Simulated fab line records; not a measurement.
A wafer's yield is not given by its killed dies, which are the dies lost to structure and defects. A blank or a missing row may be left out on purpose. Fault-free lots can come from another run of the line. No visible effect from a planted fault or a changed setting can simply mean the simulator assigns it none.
8D (eight disciplines) problem report, filled in by code / flow berkeley cmos170 / the parts of the form that need people (team, actions taken, sign-off) are left out

== 1. WHAT IS WRONG ==
cd nm at UCB170_V2_CD_MEAS_12 reads a mean of 711.5 nm on 6 wafers of 2 lots; wafers without a fault read 700.2 nm with a standard deviation of 1.4. That is +8.1 standard deviations from the usual mean.
The step: target cd 700 nm.
The first sign was on wafer L208.1 at day 10 14:01, on cd sem-01. The record holds 42 wafers of 14 lots with a number at this step. The rule behind "out" and "out of limits": a value lying over 4 standard deviations away from the usual mean. Any other wafer with a number is counted as sound.

== 2. WHAT THIS IS AND IS NOT ==
question=which readings at this step | is=cd nm | is not=-
question=which lots | is=L206, L208 | is not=L193, L194, L195, L196, L197, L198, L200, L207, L210, L212, L215, L216
question=which wafers of those lots | is=all that have a number | is not=-
question=read on which gauges | is=cd sem-01, cd sem-02 | is not=-
question=when | is=from day 10 14:01 | is not=up to then (21 sound wafers); but 15 sound wafers of L207, L210, L212, L215, L216 came after

== 3. WHAT RULES OUT EACH SUSPECT ==
Counting: a tool at a process step up to the reading stays a suspect if it ran every lot that is out and no sound lot after the first of them.
- the gauge at UCB170_V2_CD_MEAS_12 is ruled out. Those wafers that are out were read across 2 gauges (cd sem-01, cd sem-02).
- litho track-02 at UCB170_V2_PEB_10: kept. It processed each lot that is out, first L208 at day 10 13:45, and no sound lot thereafter; up to then, the last sound lot it processed was L197 at day 8 16:52. Out on those wafers are its own readings of heater power total W, plate temp C.
Left after counting: litho track-02 at UCB170_V2_PEB_10.

== 4. THE CAUSE (what the simulator had put in) ==
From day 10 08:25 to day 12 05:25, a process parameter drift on litho track-02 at UCB170_V2_PEB_10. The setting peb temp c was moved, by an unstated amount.
This tool alone remained once counting was done.

== 5. SEQUENCE OF EFFECTS, ordered by route ==
Rows list readings where the struck wafers' mean (over those with a number) sits beyond 3 standard deviations from the usual. Only readings for which the record gives a usual standard deviation are gone through. hours: the time from each lot's start at the first step in this table that gives one to its start at this step, as a median over the lots. sigmas: the change in usual standard deviations.
hours=0; step=UCB170_V2_PEB_10; reading=heater power total W; usual=56.80 W; on struck wafers=57.95; change=+1.16; sigmas=+26
hours=0; step=UCB170_V2_PEB_10; reading=plate temp C; usual=130.00 C; on struck wafers=132.13; change=+2.13; sigmas=+14
hours=0; step=UCB170_V2_CD_MEAS_12; reading=cd nm; usual=700.2 nm; on struck wafers=711.5; change=+11.3; sigmas=+8.1
Process steps it contains:
- UCB170_V2_PEB_10
At these later measuring or inspecting steps, every struck wafer for which the step has a row has a number for every such reading, and none has moved that far: UCB170_M3_CD_MEAS_15, UCB170_M3_CD_MEAS_90.

== 6. HOW IT WOULD HAVE BEEN CAUGHT EARLIER ==
Counted from the fault's start at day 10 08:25, it took 6 hours until the first out-of-limits reading at a measuring or inspecting step in this record, taken at day 10 14:01.
Tool's own readings at UCB170_V2_PEB_10, heater power total W, plate temp C: out on all struck wafers the step has rows for; an alarm limit on them would have tripped on the first.
By day 10 14:01, every lot that is out (2) had started UCB170_V2_PEB_10 on litho track-02. A hold on the tool at that time would have spared none of them.
